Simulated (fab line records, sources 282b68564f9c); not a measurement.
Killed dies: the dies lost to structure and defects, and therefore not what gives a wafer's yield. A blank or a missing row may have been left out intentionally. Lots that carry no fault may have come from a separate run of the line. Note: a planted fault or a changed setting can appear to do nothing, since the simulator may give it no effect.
Comparing a struck lot with a sound one -- flow rit cmos -- 15 out of 202 route steps
Sound: the wafers L477.1, L477.5, L477.6. Struck: wafer L476.5. (L476.2, L476.4 of the same lot were not struck and are left out.) The cause comes at the end.
Each step with rows lists, per side, the tool, then ch with its chambers, then its first start. Under that, the readings that differ: sound wafers -- struck wafers -- difference of the means -- sigmas: that difference in standard deviations of wafers without a fault.
alike: words and numbers the same on both sides, and readings whose means are apart by under 2 such deviations; not compared: readings that were withheld, readings missing a value for some wafer, numbers with overlapping values and no deviation given by the record, and bounds like >300 which may hide the same value.
Wherever a step has rows on one side only, a row that says differs or no value, or a row with sigmas, the two part there. When numbers do not overlap yet have no deviation, they are printed without sigmas and do not part them. A reading missing from all wafers of one side parts the sides only when that side holds two or more wafers.

first, 2 steps without rows for these wafers: RIT_REOX_CLEAN_02 (cleans in SC2, time 600 s); RIT_REOX_OXIDATION_03 (target thk 25.2 nm, ox time 5580 s).
RIT_REOX_THK_MEAS_04:
  struck on film metro-03, day 5 18:37; sound on film metro-02, day 5 21:01
  alike: REOX_OXIDE_THK
then, 6 steps without rows for these wafers: RIT_NLDD_HMDS_00 (prime time 60 s); RIT_NLDD_COAT_01 (resist thk 1000 nm); RIT_NLDD_SOFTBAKE_02 (time 60 s); RIT_NLDD_EXPOSE_03 (exposes mask M7, target cd 40700 nm); RIT_NLDD_PEB_04; RIT_NLDD_DEVELOP_05 (develop time 50 s).
RIT_NLDD_OVL_MEAS_06:
  struck on overlay-02, day 5 19:38; sound on overlay-02, day 5 22:02
  alike: NLDD_OVL
then, 2 steps without rows for these wafers: RIT_NLDD_HARDBAKE_07 (time 60 s); RIT_NLDD_IMPLANT_08.
RIT_NLDD_STRIP_09: strips in O2, time 180 s.
  sound on plasma asher-04 ch 0,1, day 5 22:23; struck on plasma asher-02 ch 0, day 5 19:58
reading,sound,struck,difference,sigmas
chamber pressure mTorr (mTorr),4000 4000 3999,1999,-2001,-99 or more
drypump motor current A (A),5.49 6.25 5.49,6.36,+0.62,+2
  not compared: rf hours counter h
RIT_NLDD_TW_MEAS_10:
  struck on film metro-01, day 5 20:10; sound on film metro-01, day 5 22:33
  alike: NLDD_TW
RIT_M1_PROBE_99:
  struck on prober-02, day 6 11:59; sound on prober-01, day 6 13:47
  alike: killed at front end, killed dies, killed on rim, killed open, killed short

WHERE THEY PART
At RIT_NLDD_STRIP_09 and nowhere else, as far as this record goes. Later steps at which nothing parts them and some readings are alike: RIT_NLDD_TW_MEAS_10, RIT_M1_PROBE_99.

WHY: what had been put in by the simulator
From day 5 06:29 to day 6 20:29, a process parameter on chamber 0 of plasma asher-02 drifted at RIT_NLDD_STRIP_09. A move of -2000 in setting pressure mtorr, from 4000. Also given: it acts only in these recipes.
